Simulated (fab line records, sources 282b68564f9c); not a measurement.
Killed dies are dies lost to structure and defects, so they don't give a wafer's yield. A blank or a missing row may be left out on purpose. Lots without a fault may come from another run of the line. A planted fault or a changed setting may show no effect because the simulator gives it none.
One fault seen from 2 desks | flow rit_cmos | each desk has only its own numbers; what lay behind them comes last

THE TOOL OWNER'S DESK: litho_track-01
The tool's own readings at RIT_M1_COAT_04 (resist thk 1300 nm): means of the sampled wafers that have a number, for each lot that ran on this tool. A lot is out of limits, marked OUT, if its mean lies more than 4 standard deviations from the usual mean; the brackets give that distance.
Columns: A = spin_speed_rpm at RIT_M1_COAT_04, usual 1999.7 rpm
lot  | first seen here | A
L344 | day 4 05:02     | 1999.4
L358 | day 6 21:20     | 1923.0 (-55) OUT
L359 | day 7 00:10     | 1921.9 (-56) OUT
L360 | day 7 05:42     | 1921.3 (-56) OUT
This desk's finding: out of limits on L358, L359, L360; first on L358, day 6 21:20 (spin_speed_rpm at RIT_M1_COAT_04). In limits: L344.

THE METROLOGY DESK
What the gauges read, lot by lot, whatever tool the lot ran on: means of the sampled wafers that have a number. A lot is out of limits, marked OUT, if its mean lies more than 4 standard deviations from the usual mean; the brackets give that distance.
Columns: A = cd_nm at RIT_CONTACT_CD_MEAS_08, usual 1000.9 nm; B = CONTACT_OVL at RIT_CONTACT_OVL_MEAS_09, usual 0.8 nm; C = cd_nm at RIT_CONTACT_CD_MEAS_90, usual 1001.0 nm; D = M1_AL_RS at RIT_M1_RS_MEAS_01, usual 0.0740 ohm/sq; E = M1_AL_THK at RIT_M1_THK_MEAS_02, usual 398 nm; F = cd_nm at RIT_M1_CD_MEAS_09, usual 2600.3 nm; G = M1_OVL at RIT_M1_OVL_MEAS_10, usual 0.5 nm
lot  | first seen here | A      | B    | C      | D      | E   | F      | G
L344 | day 4 03:11     | 1000.6 | 1.0  | 1001.3 | 0.0740 | 400 | 2598.9 | -0.4
L353 | day 5 20:25     | 999.5  | 1.5  | 999.9  | 0.0744 | 394 | 2598.2 | -0.1
L358 | day 6 19:33     | 1001.7 | -0.5 | 1001.9 | 0.0737 | 403 | 2603.7 | 2.0
L359 | day 6 22:21     | 997.6  | 1.2  | 997.5  | 0.0744 | 396 | 2607.3 | 1.0
L360 | day 7 03:53     | 997.3  | 1.4  | 996.8  | 0.0732 | 403 | 2600.2 | 0.2
L361 | day 7 07:58     | 1001.7 | 0.3  | 1001.2 | 0.0749 | 393 | 2599.2 | -1.8
L362 | day 7 11:25     | 1005.0 | 0.2  | 1005.4 | 0.0747 | 392 | 2600.4 | -1.0
This desk's finding: nothing out of limits on any of the 7 lots.

PUT TOGETHER
The tool owner's desk could have raised an alarm at day 6 21:20, on L358, L359, L360.
The metrology desk saw nothing out of limits.
The metrology desk has L358, L359, L360 on record, within its limits.
Of the lots named, all ran RIT_M1_COAT_04 on litho_track-01.

WHAT THE SIMULATOR HAD PUT IN
Process parameter drift: litho_track-01, from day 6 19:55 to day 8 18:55, at RIT_M1_COAT_04. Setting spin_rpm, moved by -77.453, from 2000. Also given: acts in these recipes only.
Lots struck among those shown: L358, L359, L360.
Hours from the fault's start to each desk's first reading out of limits: the tool owner's desk, 1.
